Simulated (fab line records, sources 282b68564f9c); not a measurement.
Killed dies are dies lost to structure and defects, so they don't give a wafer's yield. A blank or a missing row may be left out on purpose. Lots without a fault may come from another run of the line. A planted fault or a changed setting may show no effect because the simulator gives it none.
Split-lot experiment | flow rit_cmos | 5 lots, 27 wafers read, on a route of 202 steps

THE SPLIT
At RIT_CONTACT_DEVELOP_07 (develop time 120 s), the setting develop_time_s was moved away from the recipe's 120 s on 9 of the 27 wafers read, by -36.5% to +27.6%. The other wafers ran this setting at the recipe's value.

FROM THE SPLIT TO THE READING: what the file shows between them, 4 steps
- RIT_CONTACT_CD_MEAS_08: target cd 1000 nm
- RIT_CONTACT_HARDBAKE_10: time 60 s
- RIT_CONTACT_ETCH_11: etches SiO2 in CHF3/CF4/Ar, stops on TiSi2, target depth 480 nm, time 320 s
- RIT_CONTACT_STRIP_12: strips in O2, time 180 s

THE READING
cd_nm, in nm, at RIT_CONTACT_CD_MEAS_90 (target cd 1000 nm). Fault-free wafers of this fab line usually give 998.9 nm, standard deviation 2.1 nm.

wafer  | tool, chamber at the split | develop_time_s as run, s | against the recipe | cd_nm, nm | against lot-mates on the recipe
L076.1 | litho_track-03, 0          | 141.1                    | +17.6%             | 1010.0    | +11.6
L076.2 | litho_track-03, 0          | 141.1                    | +17.6%             | 1010.0    | +11.6
L076.3 | litho_track-03, 0          | 120                      | recipe             | 998.2     | -
L076.4 | litho_track-03, 0          | 120                      | recipe             | 998.0     | -
L076.5 | litho_track-03, 0          | 141.1                    | +17.6%             | 1009.5    | +11.1
L076.6 | litho_track-03, 0          | 120                      | recipe             | 999.0     | -
L080.2 | litho_track-04, 0          | 120                      | recipe             | 1000.7    | -
L080.4 | litho_track-04, 0          | 120                      | recipe             | 1000.3    | -
L080.6 | litho_track-04, 0          | 120                      | recipe             | 1002.0    | -
L081.1 | litho_track-03, 0          | 153.1                    | +27.6%             | 1017.7    | +18.4
L081.2 | litho_track-03, 0          | 153.1                    | +27.6%             | 1018.1    | +18.8
L081.3 | litho_track-03, 0          | 120                      | recipe             | 999.1     | -
L081.4 | litho_track-03, 0          | 153.1                    | +27.6%             | 1018.8    | +19.5
L081.5 | litho_track-03, 0          | 120                      | recipe             | 999.0     | -
L081.6 | litho_track-03, 0          | 120                      | recipe             | 999.7     | -
L084.1 | litho_track-02, 0          | 120                      | recipe             | 997.1     | -
L084.2 | litho_track-02, 0          | 76.24                    | -36.5%             | 957.7     | -39.9
L084.3 | litho_track-02, 0          | 76.24                    | -36.5%             | 959.6     | -38.0
L084.4 | litho_track-02, 0          | 120                      | recipe             | 998.2     | -
L084.5 | litho_track-02, 0          | 76.24                    | -36.5%             | 958.7     | -38.9
L084.6 | litho_track-02, 0          | 120                      | recipe             | 997.5     | -
L085.1 | litho_track-02, 0          | 120                      | recipe             | 999.1     | -
L085.2 | litho_track-02, 0          | 120                      | recipe             | 1000.1    | -
L085.3 | litho_track-02, 0          | 120                      | recipe             | 999.2     | -
L085.4 | litho_track-02, 0          | 120                      | recipe             | 998.6     | -
L085.5 | litho_track-02, 0          | 120                      | recipe             | 997.7     | -
L085.6 | litho_track-02, 0          | 120                      | recipe             | 999.5     | -

THE FIT
A straight line over all 27 wafers: cd_nm changes by +0.92 nm for each +1% of develop_time_s; r = +0.98; the points scatter about the line by 3.2 nm.
The same after taking each lot's own level away (the mean of its wafers on the recipe; 27 wafers): +0.9 nm for each +1%; r = +0.98; scatter 2.8 nm.
On that fit, the largest move of develop_time_s shifts the reading by 33 nm.
The lots' own levels span 997.60 to 1001.00 nm, that is 1.6 times the standard deviation above.
So the lot-to-lot level changes the slope little: the two slopes agree.
Check: with one of the wafers moved furthest among these (-36.5%) left out of the fit, the line predicts -33 nm for it against its lot-mates. It came out at -39.9 nm against them.

OTHER SPLITS ON THESE WAFERS
These wafers also went through other splits before the reading. Each is held against what the fit with the lots' levels taken away leaves over:
other split on the same wafers       | wafers away from the commonest value | r with cd_nm (lot level and that fit taken away)
RIT_ACTIVE_DEVELOP_10 develop_time_s | 12                                   | -0.23
RIT_GATE_DEVELOP_15 develop_time_s   | 6                                    | +0.34
RIT_SPACER_CLEAN_00 time_s           | 21                                   | +0.05

THE WHOLE CHAIN: every reading that the file lists as answering this split, in the file's order
step                   | what it does                                                                | reading                                                        | change (the file's fit)               | r (the file's)
RIT_CONTACT_CD_MEAS_08 | target cd 1000 nm                                                           | cd_nm                                                          | +0.897 nm for each +1% of the setting | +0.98
RIT_CONTACT_ETCH_11    | etches SiO2 in CHF3/CF4/Ar, stops on TiSi2, target depth 480 nm, time 320 s | CONTACT.cd_nm (the simulator's own value, which no gauge read) | +0.892 nm for each +1% of the setting | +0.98
RIT_CONTACT_CD_MEAS_90 | target cd 1000 nm                                                           | cd_nm                                                          | +0.893 nm for each +1% of the setting | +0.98

THE FILE'S OWN FIT
cd_nm changes by +0.893 nm for each +1% of develop_time_s, r = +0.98.
